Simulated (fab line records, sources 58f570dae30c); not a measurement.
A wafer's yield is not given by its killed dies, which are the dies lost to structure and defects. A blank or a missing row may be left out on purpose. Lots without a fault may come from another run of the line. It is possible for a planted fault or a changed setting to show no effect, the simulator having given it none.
Struck lot and sound lot, side by side | flow berkeley_cmos170 | 16 steps out of a route of 331
Sound: these wafers, L699.3, L699.4, L699.5. Wafers struck: L709.2, L709.3, L709.4. The cause comes at the end.
For every step that has rows: the tool of each side, followed by ch and its chambers, followed by its first start. Under that, the readings that differ: sound wafers | struck wafers | difference of the means | sigmas: that difference in standard deviations of wafers without a fault.
alike: same words and numbers on both sides, and readings whose means sit less than 2 such deviations apart. not compared: any withheld reading, any reading some wafer has no value for, any bound like >300 that may hide the same value, and any number with overlapping values for which the record gives no deviation.
Wherever a step has rows on one side only, a row that says differs or no value, or a row with sigmas, the two part there. When numbers do not overlap yet have no deviation, they are printed without sigmas and do not part them. Lack of a reading on every wafer of one side parts them only where that side has two or more wafers.

first, 1 step without rows for these wafers: UCB170_START_OXIDATION_02 (target thk 20 nm, ox time 1856 s).
UCB170_START_THK_MEAS_03:
  sound on film_metro-03 at day 2 01:42; struck on film_metro-02 at day 4 01:13
  alike: START_OXIDE_THK
then, 7 steps without rows for these wafers: UCB170_START_ANNEAL_04 (time 1200 s); UCB170_ZERO_HMDS_00 (prime time 60 s); UCB170_ZERO_COAT_01 (resist thk 900 nm); UCB170_ZERO_SOFTBAKE_02 (time 60 s); UCB170_ZERO_EXPOSE_03 (exposes mask PM MARKS, target cd 4000 nm); UCB170_ZERO_PEB_04; UCB170_ZERO_DEVELOP_05 (develop time 45 s).
UCB170_ZERO_ETCH_06: etches SiO2 in CHF3/CF4/Ar, time 12 s.
  sound on rie_diel-02 ch 0,3, day 2 06:55; struck on rie_diel-04 ch 0,1,3, day 4 06:28
  alike: drypump_motor_current_A, oes_product_au, throttle_valve_pct
  not compared: rf_hours_counter_h
UCB170_ZERO_STRIP_07: strips in O2.
  sound on plasma_asher-03 ch 0,1, day 2 06:58; struck on plasma_asher-02 ch 0,1, day 4 06:29
  alike: drypump_motor_current_A, oes_product_au, strip_time_to_endpoint_s
  not compared: rf_hours_counter_h
then, 1 step without rows for these wafers: UCB170_NWELL_WET_ETCH_00 (etches SiO2 in dHF, time 200 s).
UCB170_NWELL_OXIDATION_01: target thk 26.4 nm, ox time 1260 s.
  sound on furnace-02 ch 0, day 2 09:58; struck on furnace-01 ch 0, day 4 10:57
  reading                                      | sound            | struck            | difference | sigmas
  ox_time_s (s)                                | 1260 1260 1260   | 1008 1008 1008    | -252       |
  model.SiO2_of_NWELL_OXIDATION_01.thk_nm (nm) | 26.1 26.01 26.37 | 23.73 23.86 24.02 | -2.29      |
UCB170_NWELL_THK_MEAS_02:
  sound on film_metro-03 at day 2 11:20; struck on film_metro-04 at day 4 12:19
  reading              | sound          | struck         | difference | sigmas
  NWELL_OXIDE_THK (nm) | 26.1 26.0 26.4 | 23.7 23.9 24.1 | -2.3       | -5
then, 1 step without rows for these wafers: UCB170_NWELL_ANNEAL_03 (time 900 s).
-- the record jumps here: 6 days lie between the struck wafers' starts before and after (it left off in module NWELL and takes up again in module M3, whose first step shown is number 331 of the route) --
UCB170_M3_PROBE_99:
  the record has rows for the struck wafers here (prober-01, day 10 15:10) and none for the sound ones

WHERE THEY PART
At UCB170_NWELL_THK_MEAS_02 first; at UCB170_M3_PROBE_99 last (within this record only).

WHY: what the simulator had put in
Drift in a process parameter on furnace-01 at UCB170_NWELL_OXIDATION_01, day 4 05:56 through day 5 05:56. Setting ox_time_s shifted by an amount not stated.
